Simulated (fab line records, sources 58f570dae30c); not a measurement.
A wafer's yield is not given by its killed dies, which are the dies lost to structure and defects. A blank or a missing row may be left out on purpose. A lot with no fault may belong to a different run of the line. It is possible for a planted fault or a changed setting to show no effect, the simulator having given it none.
Comparing a struck lot with a sound one    flow berkeley cmos170    14 out of 331 route steps
Sound: wafers L118.1, L118.4, L118.6. The struck wafers were L127.2, L127.4, L127.6. At the end, the cause is stated.
At each step with rows: each side's tool, then ch and its chambers, then its first start. Under that, the readings that differ: sound wafers    struck wafers    difference of the means    sigmas: that difference in standard deviations of wafers without a fault.
alike: readings whose means differ by less than 2 such deviations, and words and numbers that are the same on both sides. not compared: withheld readings, readings that some wafer has no value for, bounds like >300 that may hide the same value, and numbers for which the record gives no deviation and whose values overlap.
Wherever a step has rows on one side only, a row that says differs or no value, or a row with sigmas, the two part there. Numbers that don't overlap but have no deviation are shown without sigmas and don't part them. A reading that every wafer of one side lacks parts them only if that side has two wafers or more.

first, 1 step without rows for these wafers: UCB170_ZERO_DEVELOP_05 (develop time 45 s).
UCB170_ZERO_ETCH_06: etches SiO2 in CHF3/CF4/Ar, time 12 s.
  sound on rie diel-01 ch 0,1,2, day 3 21:27; struck on rie diel-02 ch 0,1,2, day 5 16:31
  alike: drypump motor current A, oes product au, throttle valve pct
  not compared: rf hours counter h
UCB170_ZERO_STRIP_07: strips in O2.
  sound on plasma asher-01 ch 0,1, day 3 21:28; struck on plasma asher-01 ch 0,1, day 5 16:32
  alike: drypump motor current A, oes product au, strip time to endpoint s
  not compared: rf hours counter h
then, 2 steps without rows for these wafers: UCB170_NWELL_WET_ETCH_00 (etches SiO2 in dHF, time 200 s); UCB170_NWELL_OXIDATION_01 (target thk 26.4 nm, ox time 1260 s).
UCB170_NWELL_THK_MEAS_02:
  sound on film metro-01 at day 4 00:23; struck on film metro-01 at day 5 22:38
  alike: NWELL_OXIDE_THK
then, 2 steps without rows for these wafers: UCB170_NWELL_ANNEAL_03 (time 900 s); UCB170_NWELL_CVD_04 (deposits Si3N4 from SiH2Cl2/NH3, target thk 224 nm, time 3360 s).
UCB170_NWELL_THK_MEAS_05:
  sound on film metro-03 at day 4 08:42; struck on film metro-01 at day 6 03:50
  alike: NWELL_NITRIDE_THK
then, 3 steps without rows for these wafers: UCB170_NWELL_HMDS_06 (prime time 60 s); UCB170_NWELL_COAT_07 (resist thk 900 nm); UCB170_NWELL_SOFTBAKE_08 (time 60 s).
UCB170_NWELL_EXPOSE_09: exposes mask NWELL, target cd 3000 nm.
  sound on krf scanner-01 ch 0, day 4 09:27; struck on krf scanner-01, day 6 05:14
  no value came back on the struck wafers for exposure dose mJ cm2, focus offset nm (nm); on the sound wafers exposure dose mJ cm2 reads 24.998 24.992 25.011
  alike: mask
following that, these wafers have no rows for 1 step: UCB170_NWELL_PEB_10.

== WHERE THEY PART ==
At UCB170_NWELL_EXPOSE_09 and nowhere else, as far as this record goes.

WHY: whatever the simulator had introduced
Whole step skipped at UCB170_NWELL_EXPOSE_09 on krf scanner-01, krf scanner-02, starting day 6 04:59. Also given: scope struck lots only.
